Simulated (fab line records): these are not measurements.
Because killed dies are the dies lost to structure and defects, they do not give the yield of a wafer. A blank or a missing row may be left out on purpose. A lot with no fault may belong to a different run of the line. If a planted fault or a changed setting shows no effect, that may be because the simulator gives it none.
A single fault, viewed from 2 desks | flow berkeley cmos170 | only its own numbers are on each desk; what lay behind them is given at the end

== THE METROLOGY DESK ==
What the gauges read for every lot (on any tool): the sampled wafers with a number, averaged. The brackets show how far a lot's mean lies from the usual mean; more than 4 standard deviations puts the lot out of limits, marked OUT.
Columns: A = START_OXIDE_THK at UCB170_START_THK_MEAS_03, usual 19.9 nm; B = NSD_TW at UCB170_NSD_TW_MEAS_10, usual 4186; C = NSD_RS at UCB170_SDANNEAL_RS_MEAS_03, usual 37.27 ohm/sq
lot  | first seen here | A    | B              | C
L293 | day 1 14:50     | 20.1 | 4169           | 37.23
L294 | day 1 20:35     | 20.2 | 4214           | 37.33
L295 | day 2 01:33     | 20.3 | 4202           | 37.33
L296 | day 2 05:10     | 20.8 | 4180           | 37.34
L297 | day 2 11:25     | 19.8 | 4142           | 37.35
L298 | day 3 00:01     | 20.6 | 4211           | 37.16
L300 | day 3 00:01     | 20.6 | 4156           | 37.40
L302 | day 3 18:39     | 19.8 | 4208           | 37.27
L301 | day 3 18:40     | 19.3 | 4170           | 37.20
L306 | day 4 08:59     | 19.5 | 3764 (-18) OUT | 42.64 (+54) OUT
L308 | day 4 17:46     | 20.0 | 3768 (-18) OUT | 42.87 (+57) OUT
L311 | day 5 06:33     | 19.2 | 4173           | 37.24
L314 | day 6 01:48     | 20.1 | 4169           | 37.39
L316 | day 6 11:41     | 19.3 | 4212           | 37.26
Finding of this desk: L306, L308 out of limits, first seen on L308 at day 11 15:13 (NSD_TW at UCB170_NSD_TW_MEAS_10). L293, L294, L295, L296, L297, L298, L300, L302, L301, L311, L314, L316 stayed within limits.

== DESK OF THE TOOL OWNER: implanter-03 ==
The tool's own readings at UCB170_NSD_IMPLANT_08: means of the sampled wafers that have a number, for each lot that ran on this tool. The brackets show how far a lot's mean lies from the usual mean; more than 4 standard deviations puts the lot out of limits, marked OUT.
Columns: A = beam energy keV at UCB170_NSD_IMPLANT_08, usual 39.999
lot  | first seen here | A
L295 | day 9 03:26     | 40.022
L301 | day 11 03:43    | 39.969
L308 | day 11 14:59    | 26.799 (-99 or more) OUT
L306 | day 11 15:42    | 26.805 (-99 or more) OUT
Finding of this desk: L306, L308 out of limits; the first was L308 at day 11 14:59, on beam energy keV at UCB170_NSD_IMPLANT_08. L295, L301 stayed within limits.

== BROUGHT TOGETHER ==
On L306, L308, at day 11 14:59, an alarm was possible from the tool owner's desk.
Metrology desk: alarm possible at day 11 15:13 on L306, L308.
The lots listed all ran UCB170_NSD_IMPLANT_08 on implanter-03.

== WHAT HAD BEEN PUT IN BY THE SIMULATOR ==
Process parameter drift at UCB170_NSD_IMPLANT_08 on implanter-03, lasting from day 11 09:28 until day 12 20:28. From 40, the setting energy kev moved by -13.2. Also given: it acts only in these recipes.
Shown lots that were struck: L306, L308.
Counting hours from when the fault started, the first reading out of limits came at 6 for the tool owner's desk and at 6 for the metrology desk.
